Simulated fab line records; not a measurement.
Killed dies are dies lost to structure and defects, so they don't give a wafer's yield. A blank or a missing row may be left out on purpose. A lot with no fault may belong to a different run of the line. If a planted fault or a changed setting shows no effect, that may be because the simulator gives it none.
Comparing a struck lot with a sound one | flow ritCmos | 28 out of 202 route steps
Sound: these wafers, L529.1, L529.3, L529.4. Struck: wafers L532.1, L532.2, L532.3. Last of all comes the cause.
At each step with rows: each side's tool, then ch and its chambers, then its first start. Under that, the readings that differ: sound wafers | struck wafers | difference of the means | sigmas: that difference in standard deviations of wafers without a fault.
alike: same words and numbers on both sides, and readings whose means sit less than 2 such deviations apart. not compared: any withheld reading, any reading some wafer has no value for, any bound like >300 that may hide the same value, and any number with overlapping values for which the record gives no deviation.
A row with sigmas, a row that says differs or no value, or rows on one side alone: a step with any of these is where the two part. Numbers that have no deviation but don't overlap get no sigmas and don't part them. A reading missing from all wafers of one side parts the sides only when that side holds two or more wafers.

RIT_ACTIVE_BOW_MEAS_00:
  sound on filmMetro-04, day 2 06:00; struck on filmMetro-03, day 2 21:00
  alike: INCOMING_BOW
RIT_ACTIVE_OXIDATION_01: target thk 46.8 nm, ox time 3360 s.
  sound on furnace-03 ch 0, day 2 07:08; struck on furnace-01 ch 0, day 2 21:31
reading                                      | sound            | struck            | difference | sigmas
model.SiO2_of_ACTIVE_OXIDATION_01.thkNm (nm) | 46.34 46.39 46.9 | 34.92 35.13 36.12 | -11.15     | 
  alike: spikeTcSourceC
RIT_ACTIVE_THK_MEAS_02:
  sound on filmMetro-04, day 2 09:04; struck on filmMetro-04, day 2 23:26
reading               | sound          | struck         | difference | sigmas
ACTIVE_OXIDE_THK (nm) | 46.3 46.4 46.9 | 34.9 35.2 36.1 | -11.1      | -11
then, 1 step without rows for these wafers: RIT_ACTIVE_CVD_03 (deposits Si3N4 from SiH2Cl2/NH3, target thk 150 nm, time 1500 s).
RIT_ACTIVE_THK_MEAS_04:
  sound on filmMetro-03, day 2 11:02; struck on filmMetro-03, day 3 00:55
  alike: ACTIVE_NITRIDE_THK
then, 6 steps without rows for these wafers: RIT_ACTIVE_HMDS_05 (prime time 60 s); RIT_ACTIVE_COAT_06 (resist thk 1000 nm); RIT_ACTIVE_SOFTBAKE_07 (time 60 s); RIT_ACTIVE_EXPOSE_08 (exposes mask M1, target cd 1400 nm); RIT_ACTIVE_PEB_09; RIT_ACTIVE_DEVELOP_10 (develop time 50 s).
RIT_ACTIVE_CD_MEAS_11: target cd 1400 nm.
  sound on cdSem-01, day 2 12:04; struck on cdSem-01, day 3 01:50
  alike: cdNm
then, 1 step without rows for these wafers: RIT_ACTIVE_HARDBAKE_12 (time 60 s).
RIT_ACTIVE_ETCH_13: etches Si3N4 in SF6, stops on SiO2, time 210 s, target depth 210 nm.
  sound on rieDiel-01 ch 1,2, day 2 12:20; struck on rieDiel-04 ch 0,1,2, day 3 02:06
  alike: drypumpMotorCurrentA, oesProductAu, throttleValvePct
  not compared: rfHoursCounterH
RIT_ACTIVE_STRIP_14: strips in O2, time 180 s.
  sound on plasmaAsher-01 ch 0,1, day 2 12:28; struck on plasmaAsher-02 ch 0,1, day 3 02:14
  alike: drypumpMotorCurrentA
  not compared: rfHoursCounterH
RIT_ACTIVE_CD_MEAS_90: target cd 1400 nm.
  sound on cdSem-01, day 2 12:39; struck on cdSem-02, day 3 02:24
  alike: cdNm
then, 4 steps without rows for these wafers: RIT_ACTIVE_CLEAN_15 (cleans in SC1, time 600 s); RIT_ACTIVE_CLEAN_16 (cleans in dHF, time 30 s); RIT_ACTIVE_CLEAN_17 (cleans in SC2, time 600 s); RIT_FOX1_OXIDATION_00 (target thk 350.7 nm, ox time 1130 s).
RIT_FOX1_THK_MEAS_01:
  sound on filmMetro-01, day 2 15:32; struck on filmMetro-02, day 3 04:28
  alike: FOX1_OXIDE_THK
then, 2 steps without rows for these wafers: RIT_FOX1_WET_ETCH_02 (etches SiO2 in BOE, target depth 350 nm, time 390 s); RIT_FOX2_OXIDATION_00 (target thk 350.7 nm, ox time 1130 s).
RIT_FOX2_THK_MEAS_01:
  sound on filmMetro-02, day 2 17:01; struck on filmMetro-03, day 3 05:58
  alike: FOX2_OXIDE_THK
then, 1 step without rows for these wafers: RIT_FOX2_CLEAN_02 (cleans in dHF, time 180 s).
RIT_FOX2_WET_ETCH_03: etches Si3N4 in H3PO4, target depth 195 nm, time 2700 s.
  sound on wetBench-01 ch 2, day 2 17:08; struck on wetBench-04 ch 1, day 3 06:05
reading                                      | sound             | struck            | difference | sigmas
model.SiO2_of_ACTIVE_OXIDATION_01.thkNm (nm) | 41.21 41.22 41.72 | 29.37 31.21 30.33 | -11.08     | 
RIT_FOX2_THK_MEAS_90:
  sound on filmMetro-03, day 2 17:54; struck on filmMetro-03, day 3 06:55
  alike: FIELD_OXIDE_LEFT_1_THK
RIT_M1_PROBE_99:
  sound on prober-02, day 4 09:35; struck on prober-01, day 4 20:37
reading                           | sound             | struck            | difference | sigmas
model.etest.pldd.widthNm (nm)     | 3187 3159 3183    | 3276 3257 3270    | +91        | 
model.etest.nldd.widthNm (nm)     | 3182 3172 3184    | 3269 3277 3264    | +91        | 
model.etest.nplusSal.widthNm (nm) | 3450 3440 3466    | 3533 3520 3516    | +71        | 
model.etest.pplusSal.widthNm (nm) | 3461 3423 3459    | 3527 3512 3498    | +65        | 
model.etest.nmosNarrow.driveUaUm  | 218.6 217.4 215.1 | 263.2 263.6 254   | +43.2      | 
model.etest.pmosNarrow.driveUaUm  | 97.45 95.72 96.12 | 118.3 118.9 115.7 | +21.2      | 
model.etest.capNGate.cMinFfUm2    | 2.363 2.348 2.362 | 2.346 2.33 2.332  | -0.022     | 
  alike: killedAtContacts, killedAtFrontEnd, killedDies, killedOnRim, killedOpen, killedShort

WHERE THEY PART
Within this record, at RIT_ACTIVE_THK_MEAS_02 only. Later steps at which nothing parts them and some readings are alike: RIT_ACTIVE_THK_MEAS_04, RIT_ACTIVE_CD_MEAS_11, RIT_ACTIVE_ETCH_13, RIT_ACTIVE_STRIP_14, RIT_ACTIVE_CD_MEAS_90, RIT_FOX1_THK_MEAS_01, RIT_FOX2_THK_MEAS_01, RIT_FOX2_THK_MEAS_90, RIT_M1_PROBE_99.

WHY: what had been put in by the simulator
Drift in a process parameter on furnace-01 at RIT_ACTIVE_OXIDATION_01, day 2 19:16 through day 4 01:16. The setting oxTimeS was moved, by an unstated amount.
